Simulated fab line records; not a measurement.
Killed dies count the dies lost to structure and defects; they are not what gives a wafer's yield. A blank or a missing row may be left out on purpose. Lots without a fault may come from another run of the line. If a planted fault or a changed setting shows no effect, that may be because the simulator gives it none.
8D (eight disciplines) problem report, filled in by code    flow rit cmos    the parts of the form that need people (team, actions taken, sign-off) are left out

## 1. THE ISSUE
rf fwd power W at RIT_ACTIVE_ETCH_13 reads a mean of 174.2 W on 3 wafers of 3 lots; wafers without a fault read 124.5 W with a standard deviation of 0.43. That is +99 or more standard deviations from the usual mean.
The step: etches Si3N4 in SF6, stops on SiO2, time 210 s, target depth 210 nm.
Seen first at day 3 21:52 on rie diel-03, wafer L595.2. The record has a number at this step for 21 wafers belonging to 7 lots. By rule, "out" or "out of limits" means more than 4 standard deviations away from the usual mean. The rest of the wafers with a number are treated as sound.

## 2. WHAT THIS IS AND IS NOT
question                     is                      is not
which readings at this step  rf fwd power W          drypump motor current A, oes product au, throttle valve pct
which lots                   L595, L596, L598        L586, L587, L600, L602
which wafers of those lots   L595.2, L596.5, L598.4  L595.3, L595.6, L596.2, L596.6, L598.2, L598.5
read on which tools          rie diel-03             rie diel-01, rie diel-02
when                         from day 3 21:52        up to then (8 sound wafers); but 10 sound wafers of L596, L598, L600, L602 came after

## 3. WHAT RULES OUT EACH SUSPECT
Counting: if a tool at a process step up to the reading ran every lot that is out, it stays a suspect. Sound lots after the first of them don't rule it out here, since some wafers of a struck lot are sound.
- rie diel-03 at RIT_ACTIVE_ETCH_13 (etches Si3N4 in SF6, stops on SiO2, time 210 s, target depth 210 nm): kept. Every lot that is out went through it, the first being L595 (day 3 21:52); the last sound lot it ran before that was L587 (day 2 08:10). Its own readings are out on those wafers: rf fwd power W.
- rie diel-03, RIT_ACTIVE_ETCH_13: wafers that are out in chamber 2, sound lot-mates in chambers 0, 1, 3.
Remaining after the count: rie diel-03 at RIT_ACTIVE_ETCH_13.

## 4. THE CAUSE (what the simulator had put in)
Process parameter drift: rie diel-03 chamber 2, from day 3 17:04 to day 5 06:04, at RIT_ACTIVE_ETCH_13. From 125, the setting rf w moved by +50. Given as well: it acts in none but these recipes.
Counting left only this tool.

## 5. THE CHAIN OF EFFECTS, in route order
Each row: a reading whose mean over the struck wafers that have a number lies more than 3 standard deviations from the usual. Only readings for which the record gives a usual standard deviation are gone through. hours: the time from each lot's start at the first step in this table that gives one to its start at this step, as a median over the lots. sigmas: the change in usual standard deviations.
hours  step                reading         usual    on struck wafers  change  sigmas
0      RIT_ACTIVE_ETCH_13  rf fwd power W  124.5 W  174.2             +49.7   +99 or more
Process steps it contains:
- RIT_ACTIVE_ETCH_13: etches Si3N4 in SF6, stops on SiO2, time 210 s, target depth 210 nm.

## 6. HOW IT WOULD HAVE BEEN CAUGHT EARLIER
In this record the first reading out of limits was taken at day 3 21:52, 5 hours after the fault began at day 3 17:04.
